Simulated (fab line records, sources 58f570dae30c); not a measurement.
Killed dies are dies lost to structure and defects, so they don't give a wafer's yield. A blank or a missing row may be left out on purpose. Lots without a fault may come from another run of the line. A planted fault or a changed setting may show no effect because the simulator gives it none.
Problem report in the 8D (eight disciplines) form, filled by code | flow berkeley_cmos170 | the parts of the form that need people (team, actions taken, sign-off) are left out

1. THE PROBLEM
PLDD_RS at UCB170_SDANNEAL_RS_MEAS_04 reads a mean of 978.4 ohm/sq on 6 wafers of 2 lots; wafers without a fault read 1032.5 ohm/sq with a standard deviation of 2.4. That is -23 standard deviations from the usual mean.
The step: measures by four-point-probe.
First seen on wafer L502.1, day 9 16:52, on film_metro-04. The record holds 42 wafers of 14 lots with a number at this step. Rule for "out", or "out of limits": more than 4 standard deviations from the usual mean. The other wafers with a number count as sound.

2. WHAT IT IS AND WHAT IT IS NOT
question                    | is                           | is not
which readings at this step | PLDD_RS                      | -
which lots                  | L502, L506                   | L488, L489, L492, L493, L494, L498, L500, L503, L504, L508, L509, L510
which wafers of those lots  | all that have a number       | -
read on which gauges        | film_metro-03, film_metro-04 | film_metro-01
when                        | from day 9 16:52             | up to then (21 sound wafers); but 15 sound wafers of L503, L504, L508, L509, L510 came after

3. SUSPECTS, AND WHAT RULES EACH OUT
Counting: a tool at a process step up to the reading stays a suspect if it ran every lot that is out and no sound lot after the first of them.
- the gauge at UCB170_SDANNEAL_RS_MEAS_04: ruled out. The wafers that are out were read on 2 gauges (film_metro-03, film_metro-04).
- plasma_asher-04 at UCB170_PWELL_STRIP_16 (strips in O2): ruled out as a lasting fault. Sound lots L508, L510 ran on it after its first lot that is out, L502 (day 6 05:05).
- implanter-03 at UCB170_PLDD_IMPLANT_08: kept. It ran every lot that is out, first L502 (day 9 05:32), and no sound lot after that; its last sound lot up to then is L494 (day 7 09:17). Its own readings are out on those wafers: dose_ions_cm2, faraday_current_uA.
Left after counting: implanter-03 at UCB170_PLDD_IMPLANT_08.

4. THE CAUSE (what the simulator had put in)
Process parameter drift: implanter-03, from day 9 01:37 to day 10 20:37, at UCB170_PLDD_IMPLANT_08. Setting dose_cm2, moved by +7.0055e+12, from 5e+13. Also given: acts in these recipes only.
Counting left only this tool.

5. THE CHAIN OF EFFECTS, in route order
Each row: a reading whose mean over the struck wafers that have a number lies more than 3 standard deviations from the usual. Only readings for which the record gives a usual standard deviation are gone through. hours: the time from each lot's start at the first step in this table that gives one to its start at this step, as a median over the lots. sigmas: the change in usual standard deviations.
hours | step                       | reading            | usual         | on struck wafers | change | sigmas
0     | UCB170_PLDD_IMPLANT_08     | dose_ions_cm2      | 5e+13         | 6e+13            | +7e+12 | +99 or more
0     | UCB170_PLDD_IMPLANT_08     | faraday_current_uA | 158           | 182              | +24    | +7.3
12    | UCB170_SDANNEAL_RS_MEAS_04 | PLDD_RS            | 1032.5 ohm/sq | 978.4            | -54.1  | -23
The process steps in it:
- UCB170_PLDD_IMPLANT_08

6. WHAT WOULD HAVE CAUGHT IT SOONER
In this record the first reading out of limits at a measuring or inspecting step was taken at day 9 16:52, 15 hours after the fault began at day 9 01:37.
The tool's own readings at UCB170_PLDD_IMPLANT_08 were out on every struck wafer that the step has a row for (dose_ions_cm2, faraday_current_uA): an alarm limit on them would have fired on the first of those.
All the lots that are out (2) had begun UCB170_PLDD_IMPLANT_08 on implanter-03 by day 9 16:52. A hold on the tool at that time would have spared none of them.
